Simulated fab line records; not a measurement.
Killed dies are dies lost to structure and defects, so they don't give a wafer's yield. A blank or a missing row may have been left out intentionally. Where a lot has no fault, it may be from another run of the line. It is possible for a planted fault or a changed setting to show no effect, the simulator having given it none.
Tool commonality check + flow rit_cmos + Lots sampled 15, wafers sampled 45

WHAT PROMPTED THE OPENING
RIT_GATE_THK_MEAS_07, reading GATE_OXIDE_THK: flagged on 3 of 15 lots. Fault-free wafers read 3.02 nm, with a standard deviation of 0.074.
Rule: a lot is flagged when every wafer of it that has a number lies more than 4 standard deviations from that mean, or none has a number. As for the other lots, they are considered sound.

| lot  | measured    | on            | GATE_OXIDE_THK (nm), wafer by wafer | flag    |
|------|-------------|---------------|-------------------------------------|---------|
| L419 | day 2 12:31 | film_metro-03 | 3.17 3.17 3.16                      |         |
| L420 | day 2 19:38 | film_metro-04 | 3.08 3.08 3.03                      |         |
| L422 | day 3 04:56 | film_metro-03 | 2.89 2.78 2.87                      |         |
| L424 | day 3 15:39 | film_metro-04 | 3.07 2.93 3.02                      |         |
| L425 | day 3 20:37 | film_metro-02 | 3.00 3.06 3.06                      |         |
| L426 | day 4 07:36 | film_metro-03 | 3.07 3.03 2.95                      |         |
| L427 | day 4 09:31 | film_metro-02 | 2.94 3.06 2.96                      |         |
| L428 | day 4 11:45 | film_metro-04 | 2.92 2.91 3.00                      |         |
| L429 | day 4 17:58 | film_metro-02 | 3.11 3.02 3.04                      |         |
| L430 | day 4 23:17 | film_metro-04 | 3.03 2.88 2.99                      |         |
| L431 | day 5 02:32 | film_metro-03 | 3.11 3.03 3.10                      |         |
| L433 | day 5 11:58 | film_metro-02 | 3.04 3.03 3.06                      |         |
| L434 | day 5 19:04 | film_metro-04 | 4.99 4.97 4.94                      | FLAGGED |
| L436 | day 6 03:16 | film_metro-04 | 4.88 4.78 4.82                      | FLAGGED |
| L438 | day 6 15:03 | film_metro-04 | 4.90 4.83 4.86                      | FLAGGED |
Average over the flagged lots: 4.89 nm; offset from the usual +1.87 nm, equal to +25 standard deviations.

WHICH TOOL EACH LOT WENT THROUGH
The record keeps 1 process step preceding the reading, out of 202 steps on the route. In each cell: the tool, then ch and the chambers that the sampled wafers went through, then the start.
| lot  | flag    | RIT_GATE_OXIDATION_05        |
|------|---------|------------------------------|
| L419 |         | furnace-03 ch 0, day 2 09:53 |
| L420 |         | furnace-03 ch 0, day 2 15:49 |
| L422 |         | furnace-04 ch 0, day 3 03:37 |
| L424 |         | furnace-01 ch 0, day 3 12:23 |
| L425 |         | furnace-01 ch 0, day 3 18:28 |
| L426 |         | furnace-01 ch 0, day 4 03:18 |
| L427 |         | furnace-03 ch 0, day 4 07:36 |
| L428 |         | furnace-04 ch 0, day 4 10:26 |
| L429 |         | furnace-01 ch 0, day 4 14:52 |
| L430 |         | furnace-04 ch 0, day 4 20:38 |
| L431 |         | furnace-04 ch 0, day 5 01:13 |
| L433 |         | furnace-01 ch 0, day 5 09:50 |
| L434 | FLAGGED | furnace-04 ch 0, day 5 16:26 |
| L436 | FLAGGED | furnace-04 ch 0, day 6 00:09 |
| L438 | FLAGGED | furnace-04 ch 0, day 6 10:11 |
What these steps do:
- RIT_GATE_OXIDATION_05: target thk 3 nm, ox time 270 s.
- RIT_GATE_THK_MEAS_07

FLAGGED AGAINST TOTAL, ONE TOOL AT A TIME (gauges that did the reading follow at the end)
| step                  | tool          | lots run | flagged | share of the flagged lots | sound lots run after its first flagged lot |
|-----------------------|---------------|----------|---------|---------------------------|--------------------------------------------|
| RIT_GATE_OXIDATION_05 | furnace-01    | 5        | 0       | none                      | -                                          |
| RIT_GATE_OXIDATION_05 | furnace-03    | 3        | 0       | none                      | -                                          |
| RIT_GATE_OXIDATION_05 | furnace-04    | 7        | 3       | all                       | 0                                          |
| RIT_GATE_THK_MEAS_07  | film_metro-02 | 4        | 0       | none                      | -                                          |
| RIT_GATE_THK_MEAS_07  | film_metro-03 | 4        | 0       | none                      | -                                          |
| RIT_GATE_THK_MEAS_07  | film_metro-04 | 7        | 3       | all                       | 0                                          |

WHAT IS ALLOWED BY THE TABLE
Table rows that saw every flagged lot: 2, namely furnace-04 at RIT_GATE_OXIDATION_05 and film_metro-04 at RIT_GATE_THK_MEAS_07.
- furnace-04 at RIT_GATE_OXIDATION_05: 3 of its 7 lots flagged. A fault beginning between L431 (day 5 01:13), its last sound lot, and L434 (day 5 16:26), its first flagged one, fits the data.
- film_metro-04 at RIT_GATE_THK_MEAS_07: 3 of its 7 lots flagged. A fault beginning between L430 (day 4 23:17), its last sound lot, and L434 (day 5 19:04), its first flagged one, fits the data.
Counting lots can't tell these 2 tools apart, because each fits a fault that began at some hour. More lots, or a look at what each step does to the wafer, might.

WHAT THE SIMULATOR HAD PUT IN
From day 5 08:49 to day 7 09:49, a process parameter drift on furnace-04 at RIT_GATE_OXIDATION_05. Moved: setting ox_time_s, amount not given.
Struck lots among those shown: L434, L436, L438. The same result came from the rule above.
